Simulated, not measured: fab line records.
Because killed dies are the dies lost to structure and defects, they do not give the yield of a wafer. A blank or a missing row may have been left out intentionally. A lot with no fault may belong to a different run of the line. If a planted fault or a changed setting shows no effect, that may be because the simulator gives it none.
Which tool was responsible? :: flow berkeleyCmos170 :: 33 wafers from 11 lots sampled at 3 of the route's 331 steps

## WHAT THE GAUGES SHOWED, per wafer
UCB170_V1_CD_MEAS_90: target cd 700 nm. Usual: cdNm reads 699.9 nm (standard deviation 1.8).
lot: L917
measured: day 8 19:14
on: cdSem-02
cdNm (nm): 700.4 699.2 699.7
flag: 

lot: L918
measured: day 9 09:32
on: cdSem-01
cdNm (nm): 700.0 701.6 700.6
flag: 

lot: L921
measured: day 10 09:52
on: cdSem-02
cdNm (nm): 697.8 699.9 698.6
flag: 

lot: L922
measured: day 10 09:57
on: cdSem-01
cdNm (nm): 701.7 702.5 702.4
flag: 

lot: L919
measured: day 10 10:15
on: cdSem-02
cdNm (nm): 696.7 697.2 695.2
flag: 

lot: L920
measured: day 10 10:09
on: cdSem-01
cdNm (nm): 698.7 700.5 699.1
flag: 

lot: L924
measured: day 11 02:28
on: cdSem-02
cdNm (nm): 701.3 699.9 701.6
flag: 

lot: L926
measured: day 11 23:59
on: cdSem-02
cdNm (nm): 700.2 700.0 700.0
flag: 

lot: L933
measured: day 13 06:11
on: cdSem-02
cdNm (nm): 703.8 702.5 701.3
flag: 

lot: L938
measured: day 14 19:34
on: cdSem-01
cdNm (nm): 699.4 699.4 699.3
flag: 

lot: L940
measured: day 14 20:53
on: cdSem-01
cdNm (nm): 703.9 704.4 703.9
flag: 

UCB170_M2_OVL_MEAS_16. Usual: M2_OVL 0 nm, standard deviation 5.7.
lot: L917
measured: day 8 21:27
on: overlay-02
M2_OVL (nm): -5 -1 -3
flag: 

lot: L918
measured: day 9 11:40
on: overlay-01
M2_OVL (nm): -10 2 -10
flag: 

lot: L921
measured: day 10 12:59
on: overlay-02
M2_OVL (nm): -1 -3 2
flag: 

lot: L922
measured: day 10 13:05
on: overlay-01
M2_OVL (nm): -1 7 -5
flag: 

lot: L919
measured: day 10 13:32
on: overlay-02
M2_OVL (nm): 7 10 13
flag: 

lot: L920
measured: day 10 13:06
on: overlay-02
M2_OVL (nm): -1 -11 2
flag: 

lot: L924
measured: day 11 05:11
on: overlay-02
M2_OVL (nm): 1 -3 -2
flag: 

lot: L926
measured: day 12 05:36
on: overlay-02
M2_OVL (nm): -4 -9 5
flag: 

lot: L933
measured: day 13 08:32
on: overlay-02
M2_OVL (nm): -10 -11 -7
flag: 

lot: L938
measured: day 14 23:16
on: overlay-02
M2_OVL (nm): 5 4 6
flag: 

lot: L940
measured: day 15 01:14
on: overlay-02
M2_OVL (nm): 1 3 5
flag: 

## EACH LOT AND THE TOOL THAT RAN IT (in order: tool; ch and the chambers of the sampled wafers; start)
lot: L917
UCB170_CONTACT_CVD_01: lpcvd-02 ch 1, day 8 09:28

lot: L918
UCB170_CONTACT_CVD_01: lpcvd-01 ch 0, day 8 23:06

lot: L921
UCB170_CONTACT_CVD_01: lpcvd-01 ch 1, day 9 20:46

lot: L922
UCB170_CONTACT_CVD_01: lpcvd-02 ch 0, day 9 21:08

lot: L919
UCB170_CONTACT_CVD_01: lpcvd-01 ch 0, day 9 22:33

lot: L920
UCB170_CONTACT_CVD_01: lpcvd-01 ch 1, day 9 22:33

lot: L924
UCB170_CONTACT_CVD_01: lpcvd-01 ch 0, day 10 12:48

lot: L926
UCB170_CONTACT_CVD_01: lpcvd-02 ch 0, day 11 11:59

lot: L933
UCB170_CONTACT_CVD_01: lpcvd-02 ch 1, day 12 16:30

lot: L938
UCB170_CONTACT_CVD_01: lpcvd-01 ch 1, day 14 07:58

lot: L940
UCB170_CONTACT_CVD_01: lpcvd-01 ch 0, day 14 07:58
- UCB170_CONTACT_CVD_01: deposits PSG from SiH4/O2/PH3, target thk 700 nm, time 2820 s.

## AS READ BY THE TOOLS THEMSELVES (means over the sampled wafers that have a number; for cases with no such wafer, the mark the record gives instead)
UCB170_CONTACT_CVD_01. Usual: zonePowerCentrePct 20.6 %, standard deviation 1.6; zonePowerSourcePct 7.1 %, standard deviation 0.57.
lot: L917
tool: lpcvd-02
zonePowerCentrePct (%): 19.2
zonePowerSourcePct (%): 7.0
flag: 

lot: L918
tool: lpcvd-01
zonePowerCentrePct (%): 21.1
zonePowerSourcePct (%): 6.8
flag: 

lot: L921
tool: lpcvd-01
zonePowerCentrePct (%): 18.7
zonePowerSourcePct (%): 6.6
flag: 

lot: L922
tool: lpcvd-02
zonePowerCentrePct (%): 22.5
zonePowerSourcePct (%): 8.0
flag: 

lot: L919
tool: lpcvd-01
zonePowerCentrePct (%): 21.1
zonePowerSourcePct (%): 6.7
flag: 

lot: L920
tool: lpcvd-01
zonePowerCentrePct (%): 18.9
zonePowerSourcePct (%): 6.6
flag: 

lot: L924
tool: lpcvd-01
zonePowerCentrePct (%): 21.3
zonePowerSourcePct (%): 6.8
flag: 

lot: L926
tool: lpcvd-02
zonePowerCentrePct (%): 22.8
zonePowerSourcePct (%): 7.9
flag: 

lot: L933
tool: lpcvd-02
zonePowerCentrePct (%): 19.5
zonePowerSourcePct (%): 7.0
flag: 

lot: L938
tool: lpcvd-01
zonePowerCentrePct (%): 18.7
zonePowerSourcePct (%): 6.7
flag: 

lot: L940
tool: lpcvd-01
zonePowerCentrePct (%): 21.3
zonePowerSourcePct (%): 6.7
flag: 

## THE ANSWER, worked out from the rows above alone
Rule: a lot is off if the mean of its wafers that have a number lies more than 3 standard deviations from the usual mean. A lot without any number at a reading at which 4 lots or more have one is off too. All remaining lots with rows at the step are treated as sound. The gauges are gone through in route order, then the tools' own readings, and for those a lot's mean is taken as printed above. At the first step where some lot is off, the reading lying furthest off is the one used; lots without a number count as furthest.
None of the lots is off at any reading shown; this tells nothing.

## WHAT THE SIMULATOR HAD INSERTED
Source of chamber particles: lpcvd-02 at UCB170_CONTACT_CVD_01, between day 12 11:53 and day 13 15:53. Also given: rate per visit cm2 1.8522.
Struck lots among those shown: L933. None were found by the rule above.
